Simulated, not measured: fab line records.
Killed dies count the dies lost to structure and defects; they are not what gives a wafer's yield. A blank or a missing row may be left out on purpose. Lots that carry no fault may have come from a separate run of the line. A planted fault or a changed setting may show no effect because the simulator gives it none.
fab line records	flow rit_cmos
record lots=14	wafers=42	last_day=7
route steps=202 shown PSD@151 CONTACT@175 M1@184
lots that met no fault: taken from a fault-free run of the same line
start_h: start of the lot's first displayed wafer, in hours after the record's first day	wait_h: hours elapsed since this lot's preceding step	" identical to the entry in the row above	L1.1+2: one row covering several wafers at once	- either no value or no given start	* or withheld: withheld	< > ~ a bound
route shown NAME@n: a module of which the file shows steps, and the number in the route of the first	usual: average and standard deviation across the fault-free wafers	same: alike in all rows	chamber/n: place in a boat	sites: each site's reading	_std_site: the standard deviation of these	_edge_site: mean of outer sites minus mean of inner sites	radius_mm: for every site, how far away it sits from the centre of the wafer	mask NAME#n: copy n	behind: tool/chamber where the wafer was last shaped	hold: what put the lot on hold/how long, in hours/how the hold closed	device: names the non-switching transistor (n, p or np)	end of line: at the end of the route, the tests of the same wafers	for a step that has no rows: nothing shown but its recipe	killed: dies lost to structure and defects at the first sort, not the wafer's yield	map: per-die view of a wafer (x killed, . not killed, _ where there is no die)
set.NAME: setting as actually run; set.NAME@STEP: the setting as run at that earlier step	model.NAME: the simulator's own value behind a step, which no gauge read
a sample of lots followed through the steps of the route, with each step as a table and each wafer as a row
services: the hour from which a tool's chamber was out of use, counted from the record's first day as start_h (under 0 if before that day), plus the number of hours and why
## steps
# step RIT_PSD_STRIP_09
# recipe chemistry=O2	time_s=180	resist=NOVOLAK	platen_temp_c=withheld	power_w=500	pressure_mtorr=4000	o2_flow_sccm=4000
# usual chamber_pressure_mTorr=4000/3.5	drypump_motor_current_A=5.7/0.32
lot.wafer	tool	chamber	start_h	wait_h	chamber_pressure_mTorr	drypump_motor_current_A	rf_hours_counter_h
L792.2	plasma_asher-01	1	49.03	0.1	4004	6.2	40
L792.3	"	0	"	"	4006	5.4	-
L792.6	"	0	"	"	4002	5.3	-
L793.3	plasma_asher-04	1	53.36	0.1	3993	5.3	-
L793.4	"	0	"	"	3998	5.7	-
L793.6	"	0	"	"	4000	5.7	-
L795.1	plasma_asher-04	0	64.62	0.1	4001	5.7	27
L795.3	"	0	"	"	4000	5.7	-
L795.6	"	1	"	"	4004	5.3	-
L796.3	plasma_asher-01	1	73.33	0.1	4003	6.2	-
L796.4	"	0	"	"	4001	5.3	-
L796.5	"	1	"	"	4000	6.2	-
L798.3	plasma_asher-04	1	81.05	0.3	3998	5.3	-
L798.5	"	1	"	"	3999	5.3	-
L798.6	"	0	"	"	3999	5.7	-
L800.1	plasma_asher-02	0	90.32	0.1	4000	6.0	44
L800.5	"	1	"	"	3997	5.8	-
L800.6	"	0	"	"	4005	6.0	-
L801.2	plasma_asher-02	1	94.46	0.1	4007	5.8	45
L801.5	"	0	"	"	3999	6.0	-
L801.6	"	1	"	"	3999	5.8	-
L807.2	plasma_asher-04	1	124.12	0.1	4003	5.3	34
L807.3	"	0	"	"	3997	5.7	-
L807.5	"	1	"	"	4002	5.3	-
L808.3	plasma_asher-02	0	128.88	0.1	4007	6.0	-
L808.5	"	1	"	"	3998	5.7	-
L808.6	"	0	"	"	4006	6.0	-
L809.1	plasma_asher-02	1	137.21	0.1	3996	5.7	50
L809.2	"	0	"	"	3998	6.0	50
L809.3	"	0	"	"	4005	6.0	-
L810.1	plasma_asher-01	0	143.08	0.1	3999	5.3	3
L810.2	"	1	"	"	3999	6.2	3
L810.4	"	0	"	"	3996	5.3	-
L811.1	plasma_asher-04	1	147.67	0.1	4005	5.3	34
L811.3	"	1	"	"	3996	5.4	-
L811.6	"	0	"	"	4007	5.7	-
L814.2	plasma_asher-01	0	161.77	0.1	3997	5.3	5
L814.4	"	1	"	"	4003	6.2	-
L814.5	"	1	"	"	4001	6.2	-
L815.1	plasma_asher-01	0	167.57	0.1	4002	5.4	5
L815.2	"	1	"	"	4002	6.2	5
L815.6	"	1	"	"	3992	6.2	-
# step RIT_PSD_TW_MEAS_10
# usual PSD_TW=3422/31
lot.wafer	tool	chamber	start_h	wait_h	PSD_TW
L792.2	film_metro-04	-	49.21	0.1	3392
L792.3	"	-	"	"	3404
L792.6	"	-	"	"	3381
L793.3	film_metro-01	-	53.49	0.1	3450
L793.4	"	-	"	"	3459
L793.6	"	-	"	"	3457
L795.1	film_metro-04	-	64.79	0.1	3403
L795.3	"	-	"	"	3388
L795.6	"	-	"	"	3404
L796.3	film_metro-02	-	73.46	0.1	3391
L796.4	"	-	"	"	3416
L796.5	"	-	"	"	3423
L798.3	film_metro-04	-	81.18	0.1	3389
L798.5	"	-	"	"	3395
L798.6	"	-	"	"	3391
L800.1	film_metro-02	-	90.49	0.1	3397
L800.5	"	-	"	"	3405
L800.6	"	-	"	"	3382
L801.2	film_metro-02	-	94.64	0.1	3383
L801.5	"	-	"	"	3398
L801.6	"	-	"	"	3370
L807.2	film_metro-02	-	124.30	0.1	3405
L807.3	"	-	"	"	3431
L807.5	"	-	"	"	3421
L808.3	film_metro-02	-	129.02	0.1	3426
L808.5	"	-	"	"	3418
L808.6	"	-	"	"	3420
L809.1	film_metro-04	-	137.39	0.1	3413
L809.2	"	-	"	"	3446
L809.3	"	-	"	"	3419
L810.1	film_metro-04	-	143.26	0.1	3436
L810.2	"	-	"	"	3447
L810.4	"	-	"	"	3426
L811.1	film_metro-01	-	147.84	0.1	3481
L811.3	"	-	"	"	3488
L811.6	"	-	"	"	3477
L814.2	film_metro-01	-	161.95	0.1	3459
L814.4	"	-	"	"	3483
L814.5	"	-	"	"	3483
L815.1	film_metro-01	-	167.74	0.1	3489
L815.2	"	-	"	"	3483
L815.6	"	-	"	"	3486
# step RIT_CONTACT_DEVELOP_07
# recipe resist=NOVOLAK	develop_time_s=120	dev_temp_c=23
# usual developer_temp_C=23.01/0.1
lot.wafer	tool	chamber	start_h	wait_h	developer_temp_C
L792.2	litho_track-02	0	51	-	22.94
L792.3	"	0	"	"	22.92
L792.6	"	0	"	"	22.96
L793.3	litho_track-01	0	56	-	22.92
L793.4	"	0	"	"	23.00
L793.6	"	0	"	"	23.01
L795.1	litho_track-04	0	67	-	23.04
L795.3	"	0	"	"	23.08
L795.6	"	0	"	"	22.86
L796.3	litho_track-02	0	75	-	22.99
L796.4	"	0	"	"	22.99
L796.5	"	0	"	"	22.80
L798.3	litho_track-01	0	83	-	23.06
L798.5	"	0	"	"	23.12
L798.6	"	0	"	"	23.02
L800.1	litho_track-01	0	92	-	22.94
L800.5	"	0	93	-	22.84
L800.6	"	0	"	"	22.79
L801.2	litho_track-01	0	97	-	22.87
L801.5	"	0	"	"	23.13
L801.6	"	0	"	"	22.67
L807.2	litho_track-04	0	126	-	23.12
L807.3	"	0	"	"	23.11
L807.5	"	0	"	"	23.11
L808.3	litho_track-01	0	131	-	23.77
L808.5	"	0	"	"	23.79
L808.6	"	0	"	"	23.84
L809.1	litho_track-01	0	139	-	23.74
L809.2	"	0	"	"	23.68
L809.3	"	0	"	"	23.87
L810.1	litho_track-04	0	145	-	23.09
L810.2	"	0	"	"	23.08
L810.4	"	0	"	"	23.20
L811.1	litho_track-04	0	150	-	23.05
L811.3	"	0	"	"	23.07
L811.6	"	0	"	"	22.90
L814.2	litho_track-02	0	164	-	23.22
L814.4	"	0	"	"	22.96
L814.5	"	0	"	"	22.97
L815.1	litho_track-02	0	170	-	22.88
L815.2	"	0	"	"	22.83
L815.6	"	0	"	"	22.98
# step RIT_M1_SPUTTER_00
# recipe material=Al	target_thk_nm=400	power_w=2000	chamber_pressure_pa=0.4	gas=Ar	time_s=500	substrate_temp_c=25
# usual cathode_dc_power_W=1999.9/0.38	throttle_valve_pct=30.3/0.98
lot.wafer	tool	chamber	start_h	wait_h	cathode_dc_power_W	throttle_valve_pct
L792.2	pvd_sputter-02	-	53.15	0.0	2000.6	31.4
L792.3	"	-	"	"	2001.2	29.9
L792.6	"	-	"	"	1999.9	29.8
L793.3	pvd_sputter-04	-	57.34	0.0	2000.2	29.7
L793.4	"	-	"	"	2000.0	29.4
L793.6	"	-	"	"	1999.9	30.7
L795.1	pvd_sputter-04	-	68.64	0.0	2000.3	29.1
L795.3	"	-	"	"	2000.2	30.6
L795.6	"	-	"	"	1999.1	30.6
L796.3	pvd_sputter-02	-	77.20	0.0	2000.4	31.4
L796.4	"	-	"	"	1999.6	29.9
L796.5	"	-	"	"	2000.8	31.3
L798.3	pvd_sputter-01	-	84.88	0.0	2000.2	28.7
L798.5	"	-	"	"	2000.4	31.7
L798.6	"	-	"	"	2000.3	28.5
L800.1	pvd_sputter-01	-	94.40	0.0	1999.8	28.6
L800.5	"	-	"	"	2000.4	31.6
L800.6	"	-	"	"	2000.3	28.8
L801.2	pvd_sputter-04	-	98.54	0.0	1999.9	30.6
L801.5	"	-	"	"	1999.5	30.6
L801.6	"	-	"	"	2000.2	31.1
L807.2	pvd_sputter-01	-	128.21	0.0	2000.2	28.5
L807.3	"	-	"	"	2000.2	31.6
L807.5	"	-	"	"	2000.2	32.3
L808.3	pvd_sputter-04	-	132.76	0.0	1999.8	31.1
L808.5	"	-	"	"	2000.8	30.6
L808.6	"	-	"	"	2000.2	31.0
L809.1	pvd_sputter-02	-	141.10	0.0	1999.8	31.0
L809.2	"	-	"	"	2000.0	31.3
L809.3	"	-	"	"	1999.7	29.7
L810.1	pvd_sputter-04	-	146.97	0.0	2000.0	30.8
L810.2	"	-	"	"	2000.2	29.3
L810.4	"	-	"	"	2000.1	30.6
L811.1	pvd_sputter-02	-	151.70	0.0	1999.3	29.3
L811.3	"	-	"	"	1999.7	30.9
L811.6	"	-	"	"	1999.1	31.3
L814.2	pvd_sputter-04	-	166.07	0.0	2000.5	30.5
L814.4	"	-	"	"	2000.3	29.2
L814.5	"	-	"	"	2000.3	30.7
L815.1	pvd_sputter-01	-	171.77	0.0	2000.1	29.4
L815.2	"	-	"	"	1999.9	31.8
L815.6	"	-	"	"	1999.8	29.4
# step RIT_M1_PROBE_99
# usual killed_at_contacts=0.1/0.34	killed_at_front_end=7/3	killed_dies=7/3.1	killed_open=3.4/1.9	killed_short=3.4/2.1
# same gross_dies=264	killed_at_M0_to_M3=0	killed_at_M4_up=0	killed_at_back_side=0	killed_at_other=0
lot.wafer	tool	chamber	start_h	wait_h	killed_at_contacts	killed_at_front_end	killed_dies	killed_open	killed_short
L792.2	prober-02	-	57.23	0.1	0	5	5	3	2
L792.3	prober-02	-	57.28	0.2	0	2	2	1	1
L792.6	prober-02	-	57.43	0.2	0	3	3	2	1
L793.3	prober-01	-	61.46	0.2	0	14	14	7	7
L793.4	prober-01	-	61.51	0.2	0	5	5	3	2
L793.6	prober-01	-	61.61	0.2	0	7	7	4	3
L795.1	prober-01	-	73.67	0.1	0	6	6	2	4
L795.3	prober-01	-	73.77	0.2	0	4	4	2	2
L795.6	prober-01	-	73.92	0.2	0	7	7	5	2
L796.3	prober-02	-	81.48	0.2	0	9	9	5	4
L796.4	prober-02	-	81.53	0.2	0	8	8	4	4
L796.5	prober-02	-	81.58	0.2	0	10	10	6	4
L798.3	prober-02	-	89.37	0.2	0	7	7	4	3
L798.5	prober-02	-	89.47	0.2	0	7	7	3	4
L798.6	prober-02	-	89.52	0.2	0	11	11	7	4
L800.1	prober-02	-	98.60	0.1	0	8	8	4	4
L800.5	prober-02	-	98.80	0.2	0	9	9	7	2
L800.6	prober-02	-	98.85	0.2	2	15	17	9	8
L801.2	prober-01	-	102.94	0.1	0	7	7	2	5
L801.5	prober-01	-	103.09	0.2	1	9	10	3	7
L801.6	prober-01	-	103.14	0.2	0	11	11	3	8
L807.2	prober-01	-	132.29	0.1	0	12	12	6	6
L807.3	prober-01	-	132.34	0.2	1	8	9	4	5
L807.5	prober-01	-	132.44	0.2	0	4	4	0	4
L808.3	prober-02	-	138.32	0.2	0	5	5	4	1
L808.5	prober-02	-	138.42	0.2	0	5	5	3	2
L808.6	prober-02	-	138.47	0.2	0	7	7	4	3
L809.1	prober-01	-	146.21	0.1	0	7	7	5	2
L809.2	prober-01	-	146.26	0.1	0	4	4	4	0
L809.3	prober-01	-	146.31	0.2	0	12	12	5	7
L810.1	prober-01	-	151.17	0.1	1	5	6	6	0
L810.2	prober-01	-	151.22	0.1	0	7	7	3	4
L810.4	prober-01	-	151.32	0.2	1	11	12	6	5
L811.1	prober-02	-	156.03	0.1	0	6	6	4	2
L811.3	prober-02	-	156.13	0.2	0	6	6	3	3
L811.6	prober-02	-	156.28	0.2	0	6	6	2	4
L814.2	prober-01	-	171.03	0.1	1	7	8	4	4
L814.4	prober-01	-	171.13	0.2	0	8	8	6	2
L814.5	prober-01	-	171.18	0.2	0	16	16	10	6
L815.1	prober-02	-	175.78	0.1	0	6	6	1	4
L815.2	prober-02	-	175.83	0.1	0	4	4	0	4
L815.6	prober-02	-	176.03	0.2	0	8	8	3	4
# killed by level:class
L792.2 FOX1:geometric_particle:short=1 FOX1:geometric_particle:open=1 GATE:geometric_particle:open=1 GATE:geometric_particle:short=1 SPACER:geometric_particle:open=1
L792.3 FOX2:geometric_particle:open=1 GATE:geometric_particle:short=1
L792.6 GATE:geometric_particle:open=1 SPACER:geometric_particle:short=1 SILICIDE:geometric_particle:open=1
L793.3 FOX1:geometric_particle:short=4 FOX1:geometric_particle:open=3 GATE:geometric_particle:open=3 GATE:geometric_particle:short=3 SPACER:geometric_particle:open=1
L793.4 GATE:geometric_particle:open=2 REOX:geometric_particle:short=1 SPACER:geometric_particle:open=1 SILICIDE:geometric_particle:short=1
L793.6 GATE:geometric_particle:short=2 SPACER:geometric_particle:open=2 FOX1:geometric_particle:open=1 GATE:geometric_particle:open=1 SILICIDE:geometric_particle:short=1
L795.1 GATE:geometric_particle:short=2 REOX:geometric_particle:short=2 GATE:geometric_particle:open=1 SPACER:geometric_particle:open=1
L795.3 REOX:geometric_particle:open=2 FOX1:geometric_particle:short=1 REOX:geometric_particle:short=1
L795.6 GATE:geometric_particle:open=2 FOX1:geometric_particle:open=1 FOX2:geometric_particle:short=1 FOX2:geometric_particle:open=1 GATE:geometric_particle:short=1 SPACER:geometric_particle:open=1
L796.3 GATE:geometric_particle:short=2 GATE:geometric_particle:open=2 SILICIDE:geometric_particle:open=2 FOX1:geometric_particle:short=1 FOX1:geometric_particle:open=1 FOX2:geometric_particle:short=1
L796.4 FOX1:geometric_particle:short=2 FOX1:geometric_particle:open=2 FOX2:geometric_particle:short=2 GATE:geometric_particle:open=2
L796.5 FOX2:geometric_particle:open=3 FOX2:geometric_particle:short=2 FOX1:geometric_particle:short=1 FOX1:geometric_particle:open=1 GATE:geometric_particle:open=1 REOX:geometric_particle:short=1 SILICIDE:geometric_particle:open=1
L798.3 GATE:geometric_particle:open=3 REOX:geometric_particle:short=3 FOX2:geometric_particle:open=1
L798.5 GATE:geometric_particle:short=2 REOX:geometric_particle:open=2 FOX2:geometric_particle:open=1 FOX2:geometric_particle:short=1 SILICIDE:geometric_particle:short=1
L798.6 SILICIDE:geometric_particle:open=3 FOX1:geometric_particle:short=2 FOX1:geometric_particle:open=1 GATE:geometric_particle:short=1 GATE:geometric_particle:open=1 REOX:geometric_particle:open=1 SPACER:geometric_particle:open=1 SILICIDE:geometric_particle:short=1
L800.1 GATE:geometric_particle:short=3 GATE:geometric_particle:open=1 REOX:geometric_particle:short=1 REOX:geometric_particle:open=1 SPACER:geometric_particle:open=1 SILICIDE:geometric_particle:open=1
L800.5 GATE:geometric_particle:open=3 GATE:geometric_particle:short=2 FOX2:geometric_particle:open=1 REOX:geometric_particle:open=1 SPACER:geometric_particle:open=1 SILICIDE:geometric_particle:open=1
L800.6 GATE:geometric_particle:open=5 GATE:geometric_particle:short=3 SILICIDE:geometric_particle:short=2 FOX1:geometric_particle:open=1 FOX2:geometric_particle:short=1 SPACER:geometric_particle:short=1 SPACER:geometric_particle:open=1 SILICIDE:geometric_particle:open=1
L801.2 GATE:geometric_particle:short=2 GATE:geometric_particle:open=2 SPACER:geometric_particle:short=2 FOX1:geometric_particle:short=1
L801.5 REOX:geometric_particle:short=3 FOX1:geometric_particle:short=1 FOX2:geometric_particle:short=1 GATE:geometric_particle:open=1 GATE:geometric_particle:short=1 SILICIDE:geometric_particle:open=1 SILICIDE:geometric_particle:short=1 CONTACT:geometric_particle:open=1
L801.6 GATE:geometric_particle:short=4 SILICIDE:geometric_particle:short=2 FOX1:geometric_particle:short=1 FOX1:geometric_particle:open=1 GATE:geometric_particle:open=1 REOX:geometric_particle:open=1 REOX:geometric_particle:short=1
L807.2 FOX2:geometric_particle:open=2 GATE:geometric_particle:short=2 REOX:geometric_particle:open=2 SILICIDE:geometric_particle:short=2 FOX1:geometric_particle:short=1 FOX2:geometric_particle:short=1 SPACER:geometric_particle:open=1 SILICIDE:geometric_particle:open=1
L807.3 FOX1:geometric_particle:open=3 FOX1:geometric_particle:short=2 SILICIDE:geometric_particle:short=2 GATE:geometric_particle:open=1 CONTACT:geometric_particle:short=1
L807.5 FOX2:geometric_particle:short=2 FOX1:geometric_particle:short=1 SPACER:geometric_particle:short=1
L808.3 FOX1:geometric_particle:open=2 FOX1:geometric_particle:short=1 GATE:geometric_particle:open=1 SPACER:geometric_particle:open=1
L808.5 FOX2:geometric_particle:open=2 FOX1:geometric_particle:short=1 GATE:geometric_particle:open=1 GATE:geometric_particle:short=1
L808.6 FOX2:geometric_particle:open=2 FOX2:geometric_particle:short=1 GATE:geometric_particle:short=1 GATE:geometric_particle:open=1 SPACER:geometric_particle:short=1 SILICIDE:geometric_particle:open=1
L809.1 SPACER:geometric_particle:open=2 SILICIDE:geometric_particle:short=2 SILICIDE:geometric_particle:open=2 GATE:geometric_particle:open=1
L809.2 GATE:geometric_particle:open=4
L809.3 SILICIDE:geometric_particle:short=4 GATE:geometric_particle:open=3 FOX2:geometric_particle:open=2 GATE:geometric_particle:short=2 SPACER:geometric_particle:short=1
L810.1 GATE:geometric_particle:open=3 FOX1:geometric_particle:open=1 SPACER:geometric_particle:open=1 CONTACT:geometric_particle:open=1
L810.2 FOX1:geometric_particle:open=2 FOX1:geometric_particle:short=2 ACTIVE:geometric_particle:open=1 GATE:geometric_particle:short=1 REOX:geometric_particle:short=1
L810.4 REOX:geometric_particle:open=3 SILICIDE:geometric_particle:short=3 GATE:geometric_particle:open=2 GATE:geometric_particle:short=1 SPACER:geometric_particle:open=1 CONTACT:geometric_particle:short=1 PWELL:coat_microbubble_printed=1
L811.1 SPACER:geometric_particle:open=3 GATE:geometric_particle:short=1 SILICIDE:geometric_particle:short=1 SILICIDE:geometric_particle:open=1
L811.3 FOX1:geometric_particle:short=1 FOX1:geometric_particle:open=1 GATE:geometric_particle:open=1 REOX:geometric_particle:short=1 REOX:geometric_particle:open=1 SPACER:geometric_particle:short=1
L811.6 GATE:geometric_particle:open=2 FOX2:geometric_particle:short=1 GATE:geometric_particle:short=1 REOX:geometric_particle:short=1 SPACER:geometric_particle:short=1
L814.2 FOX1:geometric_particle:short=2 GATE:geometric_particle:short=2 SILICIDE:geometric_particle:open=2 GATE:geometric_particle:open=1 CONTACT:geometric_particle:open=1
L814.4 GATE:geometric_particle:open=6 GATE:geometric_particle:short=1 SILICIDE:geometric_particle:short=1
L814.5 GATE:geometric_particle:open=8 GATE:geometric_particle:short=4 REOX:geometric_particle:short=2 REOX:geometric_particle:open=1 SILICIDE:geometric_particle:open=1
L815.1 FOX1:geometric_particle:short=2 GATE:geometric_particle:short=1 GATE:geometric_particle:open=1 SPACER:geometric_particle:short=1 PSD:coat_microbubble_printed=1
L815.2 GATE:geometric_particle:short=2 FOX1:geometric_particle:short=1 SPACER:geometric_particle:short=1
L815.6 FOX1:geometric_particle:short=2 GATE:geometric_particle:open=2 GATE:geometric_particle:short=1 REOX:geometric_particle:open=1 REOX:geometric_particle:short=1 PSD:coat_microbubble_printed=1
## services
tool	chamber	start_h	hours	kind
plasma_asher-02	-	30.99	2.8	pm
pvd_sputter-04	-	49.76	2.7	repair
litho_track-01	-	103.88	-	consumable_replace:filter
pvd_sputter-02	-	104.56	4.8	repair
plasma_asher-01	-	108.75	9.0	pm
plasma_asher-01	0	108.75	9.0	vent_cycle
plasma_asher-01	1	108.75	9.0	vent_cycle
plasma_asher-01	0	117.75	-	clean
plasma_asher-01	1	117.75	-	clean
pvd_sputter-04	-	123.40	1.7	repair
plasma_asher-04	-	130.92	14.6	repair
pvd_sputter-02	-	133.29	6.5	repair
## key
first_sign step=RIT_CONTACT_DEVELOP_07	reading=developer_temp_C	direction=up	sigmas=7.7	usual=*	struck=*
effect none on later readings
met_at RIT_CONTACT_DEVELOP_07
struck_lots L808,L809
tester_left_out L808,L809
loop_trim step=RIT_CONTACT_EXPOSE_05	setting=dose	lots=L809
not_acting_at RIT_PSD_STRIP_09,RIT_PSD_TW_MEAS_10,RIT_M1_SPUTTER_00
onset_between 97 131
fault kind=process_parameter_drift	tool=litho_track-01	chamber=-	onset_h=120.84	steps=RIT_CONTACT_DEVELOP_07	channel=dev_temp_c	offset=*	shape=step	end_h=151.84	acts_in=*	stated=*
# tester_left_out: of these lots the tester's yield and bins aren't shown, on N5 and GAA mostly nor the transistor test; their killed dies are dies lost to structure and defects alone, not to doping, threshold or leakage, so they don't give the yield
# loop_trim: a control loop set the setting to another value than it would have without faults
